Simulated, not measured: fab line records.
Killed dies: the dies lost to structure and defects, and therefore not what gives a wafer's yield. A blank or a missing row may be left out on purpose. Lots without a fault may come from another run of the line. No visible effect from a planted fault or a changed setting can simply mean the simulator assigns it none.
Code-filled problem report in 8D (eight disciplines) form | flow rit_cmos | the parts of the form that need people (team, actions taken, sign-off) are left out

1. THE ISSUE
Wafers free of any fault read -1.0 nm (standard deviation 1.6) for NSD_OVL at RIT_NSD_OVL_MEAS_06, against a mean of 3276.4 nm on 6 wafers of 2 lots. That is +99 or more standard deviations from the usual mean.
Seen first at day 4 04:48 on overlay-01, wafer L336.2. Wafers with a number at this step in the record: 42, from 14 lots. Rule for "out" (also "out of limits"): further than 4 standard deviations from the usual mean. Any other wafer with a number is counted as sound.

2. WHAT THIS IS AND IS NOT
question                    | is                     | is not
which readings at this step | NSD_OVL                | -
which lots                  | L336, L338             | L330, L331, L332, L334, L340, L341, L343, L344, L345, L349, L351, L353
which wafers of those lots  | all that have a number | -
read on which gauges        | overlay-01             | overlay-02
when                        | from day 4 04:48       | up to then (12 sound wafers); but 24 sound wafers of L340, L341, L343, L344, L345, L349, L351, L353 came after

3. WHAT RULES OUT EACH SUSPECT
Counting: a tool at any process step up to the reading remains a suspect when it ran all the lots that are out and ran no sound lot after the first of those.
- the gauge at RIT_NSD_OVL_MEAS_06 is ruled out. All the wafers that are out were read on overlay-01, but those of them that RIT_M1_PROBE_99 has rows for are out there too, on other tools.
- iline_stepper-02 at RIT_NSD_EXPOSE_03 (exposes mask M9, target cd 40700 nm): kept. All lots that are out passed through it, beginning with L336 at day 4 04:25, and no sound lot followed; its final sound lot before that point was L332 at day 3 14:28.
After counting, what remains is iline_stepper-02 at RIT_NSD_EXPOSE_03.

4. THE CAUSE (what the simulator had put in)
Scanner matching overlay: iline_stepper-02, from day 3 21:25 on, at RIT_NSD_EXPOSE_03. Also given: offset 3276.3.
Only this tool survived the counting.

5. THE CHAIN OF EFFECTS, in route order
Each row: a reading whose mean over the struck wafers that have a number lies more than 3 standard deviations from the usual. Scope: only readings with a usual standard deviation given in the record; hours: median across lots of the time from each lot's start at the first step in this table that gives one to its start at this step; sigmas: change in usual standard deviations.
hours | step                | reading             | usual   | on struck wafers | change  | sigmas
0     | RIT_NSD_OVL_MEAS_06 | NSD_OVL             | -1.0 nm | 3276.4           | +3277.4 | +99 or more
13    | RIT_M1_PROBE_99     | killed_at_front_end | 7       | 237              | +230    | +72
13    | RIT_M1_PROBE_99     | killed_dies         | 7       | 237              | +230    | +72
13    | RIT_M1_PROBE_99     | killed_on_rim       | 1.8     | 61.3             | +59.5   | +37
Its process steps:
- RIT_M1_PROBE_99

6. WHAT WOULD HAVE CAUGHT IT SOONER
Counted from the fault's start at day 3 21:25, it took 7 hours until the first out-of-limits reading at a measuring or inspecting step in this record, taken at day 4 04:48.
Among the 2 lots that are out, L338 began RIT_NSD_EXPOSE_03 on iline_stepper-02 after day 4 04:48. It would have been spared by a hold on the tool at that moment.
